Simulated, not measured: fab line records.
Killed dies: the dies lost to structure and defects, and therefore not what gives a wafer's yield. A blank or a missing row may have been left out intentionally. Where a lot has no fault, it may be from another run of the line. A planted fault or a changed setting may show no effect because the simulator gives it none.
Struck lot and sound lot, side by side + flow rit-cmos + 18 out of 202 route steps
Sound: wafers L432.1, L432.3, L432.5. Wafers struck: L436.4, L436.5, L436.6. The cause is named last.
At each step with rows: each side's tool, then ch and its chambers, then its first start. Under that, the readings that differ: sound wafers + struck wafers + difference of the means + sigmas: that difference in standard deviations of wafers without a fault.
alike: words and numbers the same on both sides, and readings whose means are apart by under 2 such deviations; not compared: readings that were withheld, readings missing a value for some wafer, numbers with overlapping values and no deviation given by the record, and bounds like >300 which may hide the same value.
The two part at a step that has a row with sigmas, a row that says differs or no value, or rows on one side only. Numbers that have no deviation but don't overlap get no sigmas and don't part them. A reading that every wafer of one side lacks parts them only if that side has two wafers or more.

first, 4 steps without rows for these wafers: RIT_NWELL_SOFTBAKE_02 (time 60 s); RIT_NWELL_EXPOSE_03 (exposes mask M2, target cd 43900 nm); RIT_NWELL_PEB_04; RIT_NWELL_DEVELOP_05 (develop time 68 s).
RIT_NWELL_OVL_MEAS_06:
  sound: overlay-02 at day 4 00:58; struck: overlay-02 at day 4 20:06
  alike: NWELL_OVL
then, 2 steps without rows for these wafers: RIT_NWELL_HARDBAKE_07 (time 120 s); RIT_NWELL_IMPLANT_08.
RIT_NWELL_STRIP_09: strips in O2, time 180 s.
  sound on plasma-asher-04 ch 1, day 4 01:24; struck on plasma-asher-04 ch 0,1, day 4 20:35
  alike: drypump-motor-current-A
  not compared: rf-hours-counter-h
RIT_NWELL_TW_MEAS_10:
  sound: film-metro-02 at day 4 01:35; struck: film-metro-02 at day 4 20:44
  alike: NWELL_TW
then, 3 steps without rows for these wafers: RIT_PWELL_HMDS_00 (prime time 60 s); RIT_PWELL_COAT_01 (resist thk 1300 nm); RIT_PWELL_SOFTBAKE_02 (time 60 s).
RIT_PWELL_EXPOSE_03: exposes mask M3, target cd 43700 nm.
  sound on iline-stepper-02 ch 0, day 4 02:13; struck on iline-stepper-02 ch 0, day 4 21:16
| reading                       | sound                | struck      | difference | sigmas |
|-------------------------------|----------------------|-------------|------------|--------|
| model.PWELL.overlay-x-nm (nm) | 0.3522 0.3522 0.3522 | 359 359 359 | +359       |        |
  alike: mask
then, 2 steps without rows for these wafers: RIT_PWELL_PEB_04; RIT_PWELL_DEVELOP_05 (develop time 68 s).
RIT_PWELL_OVL_MEAS_06:
  sound: overlay-01 at day 4 02:38; struck: overlay-02 at day 4 21:40
| reading        | sound          | struck            | difference | sigmas      |
|----------------|----------------|-------------------|------------|-------------|
| PWELL_OVL (nm) | -2.5 -1.1 -1.4 | 359.4 358.5 361.0 | +361.3     | +99 or more |
then, 1 step without rows for these wafers: RIT_PWELL_HARDBAKE_07 (time 120 s).
RIT_M1_PROBE_99:
  sound: prober-02 at day 5 16:16; struck: prober-02 at day 6 12:26
| reading                                 | sound             | struck            | difference | sigmas |
|-----------------------------------------|-------------------|-------------------|------------|--------|
| killed-at-contacts                      | 1 1 1             | 0 0 0             | -1         | -4     |
| model.etest.well-edge-left.line-ohm-um  | 178.9 179.8 181.4 | 217.2 217.2 218.3 | +37.5      |        |
| model.etest.well-edge-right.line-ohm-um | 178.8 181 179.1   | 162.6 164.2 162.9 | -16.4      |        |
| model.etest.iso-nwell-nwell.bv-v (V)    | 21.78 21.16 21.52 | 19.91 19.91 20.01 | -1.54      |        |
  alike: killed-at-front-end, killed-dies, killed-open, killed-short
  not compared: model.etest.iso-nplus-nwell.lateral-log10-a-um

## WHERE THEY PART
First at RIT_PWELL_OVL_MEAS_06; last, within this record, at RIT_M1_PROBE_99.

WHY: whatever the simulator had introduced
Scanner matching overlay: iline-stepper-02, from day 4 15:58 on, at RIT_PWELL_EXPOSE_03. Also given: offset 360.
